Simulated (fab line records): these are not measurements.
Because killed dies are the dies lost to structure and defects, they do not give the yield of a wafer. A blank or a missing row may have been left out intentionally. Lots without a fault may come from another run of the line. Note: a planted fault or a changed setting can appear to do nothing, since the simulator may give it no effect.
Which of the tools did it? | flow berkeley_cmos170 | 39 wafers from 13 lots sampled at 4 of the route's 331 steps

## WHAT THE GAUGES SHOWED, per wafer
UCB170_PSD_TW_MEAS_10.
lot  | measured     | on            | PSD_TW
L139 | day 7 08:22  | film_metro-04 | 2325 2326 2331
L140 | day 7 20:01  | film_metro-02 | 2339 2335 2343
L143 | day 8 20:52  | film_metro-01 | 2303 2312 2289
L142 | day 8 21:07  | film_metro-01 | 2307 2308 2303
L141 | day 8 21:14  | film_metro-01 | 2292 2301 2309
L148 | day 9 21:41  | film_metro-01 | 2063 2070 2053
L147 | day 9 21:59  | film_metro-02 | 2330 2333 2350
L152 | day 10 08:52 | film_metro-02 | 2092 2095 2090
L151 | day 10 09:17 | film_metro-04 | 2335 2338 2333
L154 | day 11 10:18 | film_metro-04 | 2325 2334 2319
L157 | day 11 16:49 | film_metro-02 | 2330 2331 2328
L161 | day 12 15:12 | film_metro-01 | 2324 2307 2326
L162 | day 13 12:31 | film_metro-01 | 2308 2307 2314

UCB170_SDANNEAL_RS_MEAS_02: a four-point-probe measurement.
lot  | measured     | on            | PSD_RS (ohm/sq)
L139 | day 7 11:19  | film_metro-04 | 75.25 75.52 75.29
L140 | day 8 01:02  | film_metro-04 | 75.61 75.36 75.40
L143 | day 8 23:50  | film_metro-04 | 75.71 75.62 75.31
L142 | day 9 00:22  | film_metro-01 | 76.10 75.60 75.78
L141 | day 9 00:33  | film_metro-04 | 75.38 75.32 75.61
L148 | day 10 00:54 | film_metro-04 | 96.67 96.55 97.06
L147 | day 10 01:27 | film_metro-02 | 75.86 75.55 75.56
L152 | day 10 12:17 | film_metro-01 | 96.12 96.19 96.08
L151 | day 10 12:40 | film_metro-02 | 75.62 75.61 75.62
L154 | day 11 13:26 | film_metro-04 | 75.55 75.11 75.58
L157 | day 11 19:24 | film_metro-02 | 75.71 75.98 75.94
L161 | day 12 18:43 | film_metro-02 | 75.27 75.31 75.24
L162 | day 13 18:36 | film_metro-02 | 75.95 75.32 75.49

## TOOL THAT RAN EACH LOT (tool first, then ch and the chambers of the sampled wafers, then the start)
lot  | UCB170_PSD_IMPLANT_08           | UCB170_PSD_STRIP_09
L139 | implanter-01 ch 0, day 7 08:07  | plasma_asher-03 ch 0,1, day 7 08:16
L140 | implanter-01 ch 0, day 7 19:47  | plasma_asher-04 ch 0,1, day 7 19:55
L143 | implanter-03 ch 0, day 8 20:37  | plasma_asher-02 ch 0,1, day 8 20:46
L142 | implanter-03 ch 0, day 8 20:53  | plasma_asher-02 ch 0,1, day 8 21:00
L141 | implanter-04 ch 0, day 8 21:00  | plasma_asher-03 ch 0,1, day 8 21:07
L148 | implanter-04 ch 0, day 9 21:26  | plasma_asher-02 ch 0,1, day 9 21:35
L147 | implanter-01 ch 0, day 9 21:46  | plasma_asher-03 ch 0,1, day 9 21:54
L152 | implanter-04 ch 0, day 10 08:37 | plasma_asher-04 ch 0,1, day 10 08:46
L151 | implanter-03 ch 0, day 10 09:02 | plasma_asher-02 ch 0,1, day 10 09:11
L154 | implanter-01 ch 0, day 11 10:05 | plasma_asher-02 ch 0,1, day 11 10:13
L157 | implanter-03 ch 0, day 11 16:35 | plasma_asher-03 ch 0,1, day 11 16:43
L161 | implanter-01 ch 0, day 12 14:57 | plasma_asher-04 ch 0,1, day 12 15:06
L162 | implanter-01 ch 0, day 13 12:16 | plasma_asher-04 ch 0,1, day 13 12:25
- UCB170_PSD_IMPLANT_08
- UCB170_PSD_STRIP_09: strips in O2.

## WHAT THE TOOLS THEMSELVES READ (means of the sampled wafers that have a number; where no wafer has one, the mark that the record gives instead)
UCB170_PSD_IMPLANT_08.
lot  | tool         | dose_ions_cm2 | end_station_pressure_torr (Torr) | faraday_current_uA
L139 | implanter-01 | 2.999e+15     | 1.27e-05                         | 9241
L140 | implanter-01 | 2.996e+15     | 1.18e-05                         | 9399
L143 | implanter-03 | 3.002e+15     | 1.34e-05                         | 9432
L142 | implanter-03 | 2.999e+15     | 1.27e-05                         | 9230
L141 | implanter-04 | 2.999e+15     | 1.22e-05                         | 9181
L148 | implanter-04 | 2.102e+15     | 1.08e-05                         | 6618
L147 | implanter-01 | 2.997e+15     | 1.24e-05                         | 9221
L152 | implanter-04 | 2.098e+15     | 1.05e-05                         | 6571
L151 | implanter-03 | 3.004e+15     | 1.23e-05                         | 9340
L154 | implanter-01 | 3.000e+15     | 1.23e-05                         | 9241
L157 | implanter-03 | 2.995e+15     | 1.25e-05                         | 9244
L161 | implanter-01 | 3.002e+15     | 1.29e-05                         | 9337
L162 | implanter-01 | 2.999e+15     | 1.26e-05                         | 9291

UCB170_PSD_STRIP_09.
lot  | tool            | drypump_motor_current_A (A) | oes_product_au (a.u.) | strip_time_to_endpoint_s (s)
L139 | plasma_asher-03 | 6.10                        | 0.605                 | 29.46
L140 | plasma_asher-04 | 6.15                        | 0.598                 | 29.39
L143 | plasma_asher-02 | 5.86                        | 0.603                 | 29.29
L142 | plasma_asher-02 | 5.86                        | 0.594                 | 29.32
L141 | plasma_asher-03 | 6.10                        | 0.606                 | 29.33
L148 | plasma_asher-02 | 5.86                        | 0.654                 | 25.68
L147 | plasma_asher-03 | 6.11                        | 0.602                 | 29.39
L152 | plasma_asher-04 | 6.26                        | 0.653                 | 25.84
L151 | plasma_asher-02 | 6.05                        | 0.602                 | 29.47
L154 | plasma_asher-02 | 6.04                        | 0.600                 | 29.41
L157 | plasma_asher-03 | 6.33                        | 0.596                 | 29.35
L161 | plasma_asher-04 | 6.15                        | 0.607                 | 29.43
L162 | plasma_asher-04 | 6.27                        | 0.603                 | 29.37

## THE ANSWER, worked out from the rows above alone
Rule: what is usual is taken from the lots themselves. The widest of any qualifying gaps counts: lots, ordered by their means at a reading, are off when they make up no more than a third of the lots, leave a main group of 4 or more, and stand apart from it by 3 or more times the standard deviation of that group's means. The tables above print the reading to a certain number of digits; a main group whose means all agree to those digits is not used. Also off: a lot with no number at a reading for which 4 or more lots have one. Where the step has rows for the other lots, those lots are counted as sound. The gauges are gone through in route order, then the tools' own readings, and for those a lot's mean is taken as printed above. At the first step where some lot is off, the reading lying furthest off is the one used; lots without a number count as furthest.
Off: L148, L152, at UCB170_PSD_TW_MEAS_10 (PSD_TW). The main group has a mean of 2321 with a standard deviation of 14.
If a tool, at a process step before that reading, ran all the lots that are off and no sound lot after the first of them, it fits. Not tried: the gauges at UCB170_PSD_TW_MEAS_10; whatever is off there is also off at UCB170_PSD_IMPLANT_08, on other tools, and gauge error can't account for it. One fits: implanter-04 at UCB170_PSD_IMPLANT_08. A fault onset in the window from L141 (day 8 21:00, its last sound lot) to L148 (day 9 21:26, its first lot off) fits.
The tool's own readings at UCB170_PSD_IMPLANT_08 bear it out: on the lots that are off they differ by more than 5 times the standard deviation of the sound lots' means. dose_ions_cm2 reads 2.100e+15 there against 2.999e+15 on the sound lots; faraday_current_uA reads 6594 there against 9287 on the sound lots.

## WHAT WAS PUT IN BY THE SIMULATOR
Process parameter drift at UCB170_PSD_IMPLANT_08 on implanter-04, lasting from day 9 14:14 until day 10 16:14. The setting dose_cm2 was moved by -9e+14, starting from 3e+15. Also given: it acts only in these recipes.
Lots struck among those shown: L148, L152. The rule given above showed the same thing.
